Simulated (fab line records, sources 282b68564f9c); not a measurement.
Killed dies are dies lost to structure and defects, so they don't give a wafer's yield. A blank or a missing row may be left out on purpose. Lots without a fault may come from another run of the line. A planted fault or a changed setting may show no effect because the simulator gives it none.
Which tool did it? | flow rit_cmos | 14 lots, 42 wafers sampled, at 3 steps of a route of 202

WHAT THE GAUGES READ, wafer by wafer
RIT_SILICIDE_RS_MEAS_02: measures by four-point-probe. Usual: SILICIDE_TI_RS 48.2 ohm/sq, standard deviation 0.64.
lot  | measured    | on            | SILICIDE_TI_RS (ohm/sq) | flag
L717 | day 3 07:22 | film_metro-02 | 47.6 48.2 47.9          |
L719 | day 3 19:09 | film_metro-04 | 47.2 47.5 47.7          |
L722 | day 4 09:34 | film_metro-03 | 48.4 48.0 47.7          |
L723 | day 4 13:40 | film_metro-04 | 49.1 48.7 48.6          |
L724 | day 4 18:58 | film_metro-04 | 48.9 49.5 48.9          |
L725 | day 4 22:55 | film_metro-03 | 48.2 47.9 49.1          |
L726 | day 5 04:07 | film_metro-03 | 47.6 48.9 47.8          |
L727 | day 5 06:58 | film_metro-04 | 48.1 48.5 48.4          |
L728 | day 5 13:19 | film_metro-02 | 49.0 48.9 48.9          |
L729 | day 5 15:47 | film_metro-04 | 48.2 47.7 47.4          |
L730 | day 5 22:30 | film_metro-03 | 47.9 48.9 40.4          | OFF
L731 | day 6 04:46 | film_metro-04 | 49.0 48.9 49.0          |
L732 | day 6 08:53 | film_metro-02 | 40.1 47.3 48.6          | OFF
L739 | day 7 17:33 | film_metro-03 | 47.9 47.6 47.5          |

RIT_SILICIDE_THK_MEAS_03: measures by xrf. Usual: SILICIDE_TI_THK 29.7 nm, standard deviation 0.32.
lot  | measured    | on            | SILICIDE_TI_THK (nm) | flag
L717 | day 3 07:28 | film_metro-02 | 30.0 29.9 29.9       |
L719 | day 3 19:16 | film_metro-04 | 30.2 30.2 30.0       |
L722 | day 4 09:41 | film_metro-03 | 29.7 29.8 30.1       |
L723 | day 4 13:47 | film_metro-04 | 29.5 29.6 29.6       |
L724 | day 4 19:04 | film_metro-04 | 29.3 29.1 29.4       |
L725 | day 4 23:02 | film_metro-03 | 29.7 30.0 29.4       |
L726 | day 5 04:14 | film_metro-03 | 29.9 29.4 29.9       |
L727 | day 5 07:04 | film_metro-04 | 29.7 29.6 29.6       |
L728 | day 5 13:26 | film_metro-02 | 29.5 29.6 29.6       |
L729 | day 5 15:54 | film_metro-04 | 29.7 30.1 30.1       |
L730 | day 5 22:37 | film_metro-03 | 29.8 29.4 34.1       | OFF
L731 | day 6 04:52 | film_metro-04 | 29.3 29.4 29.3       |
L732 | day 6 09:01 | film_metro-02 | 34.4 30.3 29.5       | OFF
L739 | day 7 17:40 | film_metro-03 | 29.8 29.9 29.9       |

WHICH TOOL RAN EACH LOT (tool, then ch and the chambers of the sampled wafers, then the start)
lot  | RIT_SILICIDE_SPUTTER_01
L717 | pvd_sputter-02, day 3 07:11
L719 | pvd_sputter-02, day 3 19:00
L722 | pvd_sputter-04, day 4 09:25
L723 | pvd_sputter-02, day 4 13:30
L724 | pvd_sputter-04, day 4 18:47
L725 | pvd_sputter-02, day 4 22:46
L726 | pvd_sputter-04, day 5 03:58
L727 | pvd_sputter-01, day 5 06:47
L728 | pvd_sputter-04, day 5 13:10
L729 | pvd_sputter-01, day 5 15:37
L730 | pvd_sputter-04, day 5 22:20
L731 | pvd_sputter-02, day 6 04:35
L732 | pvd_sputter-04, day 6 08:44
L739 | pvd_sputter-02, day 7 17:23
- RIT_SILICIDE_SPUTTER_01: material Ti, target thk 30 nm, time 240 s.

WHAT THE TOOLS THEMSELVES READ (means of the sampled wafers that have a number; where no wafer has one, the mark that the record gives instead)
RIT_SILICIDE_SPUTTER_01. Usual: cathode_dc_power_W 350.01 W, standard deviation 0.069; throttle_valve_pct 30.4 %, standard deviation 0.88.
lot  | tool           | cathode_dc_power_W (W) | throttle_valve_pct (%) | flag
L717 | pvd_sputter-02 | 350.01                 | 30.4                   |
L719 | pvd_sputter-02 | 349.98                 | 29.7                   |
L722 | pvd_sputter-04 | 350.01                 | 30.8                   |
L723 | pvd_sputter-02 | 350.03                 | 30.2                   |
L724 | pvd_sputter-04 | 349.99                 | 30.6                   |
L725 | pvd_sputter-02 | 350.04                 | 30.1                   |
L726 | pvd_sputter-04 | 349.91                 | 31.1                   |
L727 | pvd_sputter-01 | 350.04                 | 30.2                   |
L728 | pvd_sputter-04 | 350.05                 | 31.4                   |
L729 | pvd_sputter-01 | 349.92                 | 30.2                   |
L730 | pvd_sputter-04 | 367.29                 | 30.8                   | OFF
L731 | pvd_sputter-02 | 350.02                 | 30.0                   |
L732 | pvd_sputter-04 | 367.26                 | 30.8                   | OFF
L739 | pvd_sputter-02 | 350.04                 | 29.5                   |

THE ANSWER, worked out from the rows above alone
Rule: a lot is off if the mean of its wafers that have a number lies more than 3 standard deviations from the usual mean. A lot without any number at a reading at which 4 lots or more have one is off too. The other lots that the step has rows for count as sound. The gauges are gone through in route order, then the tools' own readings, and for those a lot's mean is taken as printed above. The first step at which some lot is off is used, and at that step the reading that is off furthest; a lot without a number counts as furthest.
Off: L730, L732, at RIT_SILICIDE_RS_MEAS_02 (SILICIDE_TI_RS).
A tool fits if, at a process step before that reading, it ran every lot that is off, and no sound lot after the first of them. The gauges at RIT_SILICIDE_RS_MEAS_02 aren't tried: what is off there is off at RIT_SILICIDE_SPUTTER_01 too, on other tools, and a gauge's error can't cause that. One fits: pvd_sputter-04 at RIT_SILICIDE_SPUTTER_01. Its last sound lot is L728 (day 5 13:10), its first lot that is off L730 (day 5 22:20): a fault that began between those two fits.
The tool's own readings at RIT_SILICIDE_SPUTTER_01 bear it out: on the lots that are off they differ by more than 5 times the standard deviation of the sound lots' means. cathode_dc_power_W reads 367.27 W there against 350.00 W on the sound lots.

WHAT THE SIMULATOR HAD PUT IN
Process parameter drift: pvd_sputter-04, from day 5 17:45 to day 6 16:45, at RIT_SILICIDE_SPUTTER_01. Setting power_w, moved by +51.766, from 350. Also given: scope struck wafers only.
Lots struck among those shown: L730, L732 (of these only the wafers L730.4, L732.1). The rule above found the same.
